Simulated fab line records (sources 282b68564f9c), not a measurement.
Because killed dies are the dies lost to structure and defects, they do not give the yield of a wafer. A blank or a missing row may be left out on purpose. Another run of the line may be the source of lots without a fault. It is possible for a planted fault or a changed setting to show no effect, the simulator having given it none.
Comparing a struck lot with a sound one + flow rit-cmos + 45 out of 202 route steps
Sound: these wafers, L291.3, L291.4, L291.5. Struck: wafers L298.1, L298.2, L298.3. The cause is given at the end.
For every step that has rows: the tool of each side, followed by ch and its chambers, followed by its first start. Under that, the readings that differ: sound wafers + struck wafers + difference of the means + sigmas: that difference in standard deviations of wafers without a fault.
alike: readings whose means differ by less than 2 such deviations, and words and numbers that are the same on both sides. not compared: withheld readings, readings that some wafer has no value for, bounds like >300 that may hide the same value, and numbers for which the record gives no deviation and whose values overlap.
The two part at a step that has a row with sigmas, a row that says differs or no value, or rows on one side only. Numbers that don't overlap but have no deviation are shown without sigmas and don't part them. A reading that every wafer of one side lacks parts them only if that side has two wafers or more.

first, 1 step without rows for these wafers: RIT_ACTIVE_DEVELOP_10 (develop time 50 s).
RIT_ACTIVE_CD_MEAS_11: the cd target is 1400 nm.
  struck on cd-sem-02, day 3 06:26; sound on cd-sem-01, day 1 19:29
  alike: cd-nm
then, 1 step without rows for these wafers: RIT_ACTIVE_HARDBAKE_12 (time 60 s).
RIT_ACTIVE_ETCH_13: etches Si3N4 in SF6, stops on SiO2, time 210 s, target depth 210 nm.
  sound on rie-diel-03 ch 0,2, day 1 19:43; struck on rie-diel-03 ch 1,2,3, day 3 06:43
  alike: drypump-motor-current-A, oes-product-au, throttle-valve-pct
  not compared: rf-hours-counter-h
RIT_ACTIVE_STRIP_14: strips in O2, time 180 s.
  sound on plasma-asher-03 ch 0,1, day 1 19:54; struck on plasma-asher-01 ch 0,1, day 3 06:50
  alike: drypump-motor-current-A
  not compared: rf-hours-counter-h
RIT_ACTIVE_CD_MEAS_90: the cd target is 1400 nm.
  struck on cd-sem-01, day 3 07:01; sound on cd-sem-01, day 1 20:04
  alike: cd-nm
then, 4 steps without rows for these wafers: RIT_ACTIVE_CLEAN_15 (cleans in SC1, time 600 s); RIT_ACTIVE_CLEAN_16 (cleans in dHF, time 30 s); RIT_ACTIVE_CLEAN_17 (cleans in SC2, time 600 s); RIT_FOX1_OXIDATION_00 (target thk 350.7 nm, ox time 1130 s).
RIT_FOX1_THK_MEAS_01:
  struck on film-metro-04, day 3 09:01; sound on film-metro-03, day 1 21:50
  alike: FOX1_OXIDE_THK
then, 1 step without rows for these wafers: RIT_FOX1_WET_ETCH_02 (etches SiO2 in BOE, target depth 350 nm, time 390 s).
RIT_FOX2_OXIDATION_00: target thk 350.7 nm, ox time 1130 s.
  sound on furnace-03 ch 0, day 1 22:00; struck on furnace-01 ch 0, day 3 09:11
| reading                                     | sound                | struck               | difference | sigmas      |
|---------------------------------------------|----------------------|----------------------|------------|-------------|
| spike-tc-centre-C (C)                       | 1105.6 1103.8 1106.0 | 1159.1 1160.0 1159.3 | +54.3      | +36         |
| spike-tc-load-C (C)                         | 1129.8 1131.0 1128.3 | 1190.9 1191.2 1190.6 | +61.2      | +31         |
| spike-tc-source-C (C)                       | 1128.0 1125.3 1126.0 | 1179.4 1180.5 1179.2 | +53.3      | +25         |
| tube-center-temp-C (C)                      | 1099.9 1100 1100     | 1157.1 1157.2 1157.1 | +57.2      | +99 or more |
| tube_center_temp_C_max                      | 1102.4 1102.3 1102.3 | 1160.8 1159.9 1160.6 | +58.1      | +99 or more |
| zone-power-load-pct (%)                     | 43.6 42.9 43.3       | 49.5 48.9 49.3       | +6.0       | +5          |
| model.SiO2_of_FOX2_OXIDATION_00.thk-nm (nm) | 343.5 344.1 342.7    | 445.3 447.8 445.1    | +102.6     |             |
RIT_FOX2_THK_MEAS_01:
  struck on film-metro-01, day 3 10:30; sound on film-metro-04, day 1 23:20
| reading             | sound       | struck      | difference | sigmas |
|---------------------|-------------|-------------|------------|--------|
| FOX2_OXIDE_THK (nm) | 343 344 343 | 445 448 445 | +103       | +17    |
then, 2 steps without rows for these wafers: RIT_FOX2_CLEAN_02 (cleans in dHF, time 180 s); RIT_FOX2_WET_ETCH_03 (etches Si3N4 in H3PO4, target depth 195 nm, time 2700 s).
RIT_FOX2_THK_MEAS_90:
  struck on film-metro-03, day 3 11:22; sound on film-metro-01, day 2 00:13
| reading                     | sound       | struck      | difference | sigmas |
|-----------------------------|-------------|-------------|------------|--------|
| FIELD_OXIDE_LEFT_1_THK (nm) | 316 317 315 | 418 420 418 | +103       | +17    |
then, 6 steps without rows for these wafers: RIT_NWELL_HMDS_00 (prime time 60 s); RIT_NWELL_COAT_01 (resist thk 1300 nm); RIT_NWELL_SOFTBAKE_02 (time 60 s); RIT_NWELL_EXPOSE_03 (exposes mask M2, target cd 43900 nm); RIT_NWELL_PEB_04; RIT_NWELL_DEVELOP_05 (develop time 68 s).
RIT_NWELL_OVL_MEAS_06:
  struck on overlay-01, day 3 12:26; sound on overlay-01, day 2 01:16
  alike: NWELL_OVL
then, 2 steps without rows for these wafers: RIT_NWELL_HARDBAKE_07 (time 120 s); RIT_NWELL_IMPLANT_08.
RIT_NWELL_STRIP_09: strips in O2, time 180 s.
  sound on plasma-asher-04 ch 0,1, day 2 01:45; struck on plasma-asher-02 ch 0,1, day 3 12:52
  alike: drypump-motor-current-A
  not compared: rf-hours-counter-h
RIT_NWELL_TW_MEAS_10:
  struck on film-metro-01, day 3 13:03; sound on film-metro-04, day 2 01:53
  alike: NWELL_TW
then, 6 steps without rows for these wafers: RIT_PWELL_HMDS_00 (prime time 60 s); RIT_PWELL_COAT_01 (resist thk 1300 nm); RIT_PWELL_SOFTBAKE_02 (time 60 s); RIT_PWELL_EXPOSE_03 (exposes mask M3, target cd 43700 nm); RIT_PWELL_PEB_04; RIT_PWELL_DEVELOP_05 (develop time 68 s).
RIT_PWELL_OVL_MEAS_06:
  struck on overlay-01, day 3 14:07; sound on overlay-01, day 2 02:58
| reading        | sound       | struck        | difference | sigmas |
|----------------|-------------|---------------|------------|--------|
| PWELL_OVL (nm) | 2.9 2.1 1.6 | -1.3 0.8 -2.6 | -3.2       | -2     |
then, 2 steps without rows for these wafers: RIT_PWELL_HARDBAKE_07 (time 120 s); RIT_PWELL_IMPLANT_08.
RIT_PWELL_STRIP_09: strips in O2, time 180 s.
  sound on plasma-asher-01 ch 0,1, day 2 03:26; struck on plasma-asher-04 ch 0,1, day 3 14:33
  alike: drypump-motor-current-A
  not compared: rf-hours-counter-h
RIT_PWELL_TW_MEAS_10:
  struck on film-metro-02, day 3 14:43; sound on film-metro-02, day 2 03:35
  alike: PWELL_TW
then, 1 step without rows for these wafers: RIT_WELLDRIVE_ANNEAL_00 (time 14700 s).
RIT_WELLDRIVE_RS_MEAS_01: measures by four-point-probe.
  struck on film-metro-04, day 3 20:42; sound on film-metro-04, day 2 09:26
  alike: NWELL_RS
RIT_WELLDRIVE_RS_MEAS_02: measures by four-point-probe.
  struck on film-metro-04, day 3 20:49; sound on film-metro-04, day 2 09:33
  alike: PWELL_RS
RIT_FOX2_THK_MEAS_91:
  struck on film-metro-03, day 4 00:35; sound on film-metro-01, day 2 13:49
| reading                     | sound       | struck      | difference | sigmas |
|-----------------------------|-------------|-------------|------------|--------|
| FIELD_OXIDE_LEFT_2_THK (nm) | 248 249 247 | 350 353 349 | +103       | +17    |
RIT_SILICIDE_WET_ETCH_00: etches SiO2 in BOE, target depth 14 nm, time 15 s.
  sound on wet-bench-03 ch 2, day 3 07:31; struck on wet-bench-04 ch 0, day 4 19:48
| reading                                     | sound             | struck            | difference | sigmas |
|---------------------------------------------|-------------------|-------------------|------------|--------|
| model.SiO2_of_FOX2_OXIDATION_00.thk-nm (nm) | 141.6 144.5 141.2 | 244.9 248.1 243.6 | +103.1     |        |
RIT_M1_PROBE_99:
  struck on prober-01, day 5 02:45; sound on prober-01, day 3 17:26
| reading                             | sound             | struck            | difference | sigmas |
|-------------------------------------|-------------------|-------------------|------------|--------|
| model.etest.pldd.width-nm (nm)      | 3187 3198 3194    | 3046 3026 3037    | -157       |        |
| model.etest.nldd.width-nm (nm)      | 3191 3220 3208    | 3038 3016 3037    | -176       |        |
| model.etest.pplus-sal.width-nm (nm) | 3471 3490 3474    | 3368 3362 3365    | -113       |        |
| model.etest.nplus-sal.width-nm (nm) | 3479 3465 3464    | 3388 3333 3378    | -103       |        |
| model.etest.pwell.rs-ohm-sq         | 409.7 417.6 414.5 | 461.2 459.8 455.1 | +44.8      |        |
| model.etest.nmos-narrow.drive-ua-um | 234.6 232.9 231.6 | 198.8 195.8 204.6 | -33.3      |        |
| model.etest.pmos-narrow.drive-ua-um | 106.7 104.3 105.5 | 89.11 87.8 91.56  | -16.01     |        |
| model.etest.field-n.vt-v (V)        | 33.71 33.84 33.51 | 45.75 45.98 45.66 | +12.11     |        |
  alike: killed_at_M0_to_M3, killed-at-contacts, killed-at-front-end, killed-dies, killed-open, killed-short

## WHERE THEY PART
Last at RIT_FOX2_THK_MEAS_91 as far as this record goes, first at RIT_FOX2_OXIDATION_00. Later steps at which nothing parts them and some readings are alike: RIT_M1_PROBE_99.

WHY: what the simulator had put in
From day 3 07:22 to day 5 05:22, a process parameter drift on furnace-01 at RIT_FOX2_OXIDATION_00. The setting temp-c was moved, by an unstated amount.
